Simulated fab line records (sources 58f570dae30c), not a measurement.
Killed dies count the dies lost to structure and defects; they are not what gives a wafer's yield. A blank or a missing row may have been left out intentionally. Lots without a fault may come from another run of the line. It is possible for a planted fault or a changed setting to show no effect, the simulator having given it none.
Struck lot and sound lot, side by side -- flow berkeley-cmos170 -- 15 out of 331 route steps
Sound: wafers L956.2, L956.4, L956.6. The struck wafers were L968.1, L968.5, L968.6. The cause comes at the end.
Order at every step that has rows: each side's tool, ch and its chambers, its first start. Under that, the readings that differ: sound wafers -- struck wafers -- difference of the means -- sigmas: that difference in standard deviations of wafers without a fault.
alike: same words and numbers on both sides, and readings whose means sit less than 2 such deviations apart. not compared: any withheld reading, any reading some wafer has no value for, any bound like >300 that may hide the same value, and any number with overlapping values for which the record gives no deviation.
Wherever a step has rows on one side only, a row that says differs or no value, or a row with sigmas, the two part there. Numbers that have no deviation but don't overlap get no sigmas and don't part them. A reading that every wafer of one side lacks parts them only if that side has two wafers or more.

first, 5 steps without rows for these wafers: UCB170_PWELL_COAT_08 (resist thk 900 nm); UCB170_PWELL_SOFTBAKE_09 (time 60 s); UCB170_PWELL_EXPOSE_10 (exposes mask PWELL, target cd 3000 nm); UCB170_PWELL_PEB_11; UCB170_PWELL_DEVELOP_12 (develop time 45 s).
UCB170_PWELL_OVL_MEAS_13:
  sound: overlay-02 at day 4 09:29; struck: overlay-01 at day 6 19:11
  alike: PWELL_OVL
UCB170_PWELL_ETCH_14: etches Si3N4 in CH3F/Ar/O2, stops on SiO2, target depth 242 nm, time 151 s.
  sound on rie-diel-03 ch 1,2, day 4 09:31; struck on rie-diel-04 ch 0,1,3, day 6 19:13
  alike: CH3F_flow_sccm, O2_flow_sccm, drypump-motor-current-A, oes-product-au, rf-fwd-power-W, throttle-valve-pct
  not compared: rf-hours-counter-h
next, for these wafers, 1 step has no rows: UCB170_PWELL_IMPLANT_15.
UCB170_PWELL_STRIP_16: strips in O2.
  sound on plasma-asher-02 ch 0,1, day 4 09:46; struck on plasma-asher-02 ch 0,1, day 6 19:29
  alike: drypump-motor-current-A, oes-product-au, strip-time-to-endpoint-s
  not compared: rf-hours-counter-h
UCB170_PWELL_TW_MEAS_17:
  sound: film-metro-04 at day 4 09:52; struck: film-metro-02 at day 6 19:35
  alike: PWELL_TW
then, 2 steps without rows for these wafers: UCB170_PWELL_CLEAN_18 (cleans in SPM, time 600 s); UCB170_PWELL_WET_ETCH_19 (etches Si3N4 in H3PO4, time 14400 s).
UCB170_PWELL_WET_ETCH_20: etches SiO2 in BOE, time 22 s.
  sound on wet-bench-03 ch 0, day 4 14:22; struck on wet-bench-01 ch 2, day 7 00:04
  no value came back on the struck wafers for bath-heat-duty-pct (%), run-length-s (s), time-s (s); on the sound wafers bath-heat-duty-pct (%) reads 6.3 7.2 5.3
then, 1 step without rows for these wafers: UCB170_WELLDRIVE_CLEAN_00 (cleans in SPM, time 600 s).
-- the record jumps here: 5 days lie between the struck wafers' starts before and after (it left off in module WELLDRIVE and takes up again in module M3, whose first step shown is number 331 of the route) --
UCB170_M3_PROBE_99:
  the record has rows for the struck wafers here (prober-01, day 12 05:55) and none for the sound ones

== WHERE THEY PART ==
First at UCB170_PWELL_WET_ETCH_20; last, within this record, at UCB170_M3_PROBE_99.

WHY: the cause the simulator had injected
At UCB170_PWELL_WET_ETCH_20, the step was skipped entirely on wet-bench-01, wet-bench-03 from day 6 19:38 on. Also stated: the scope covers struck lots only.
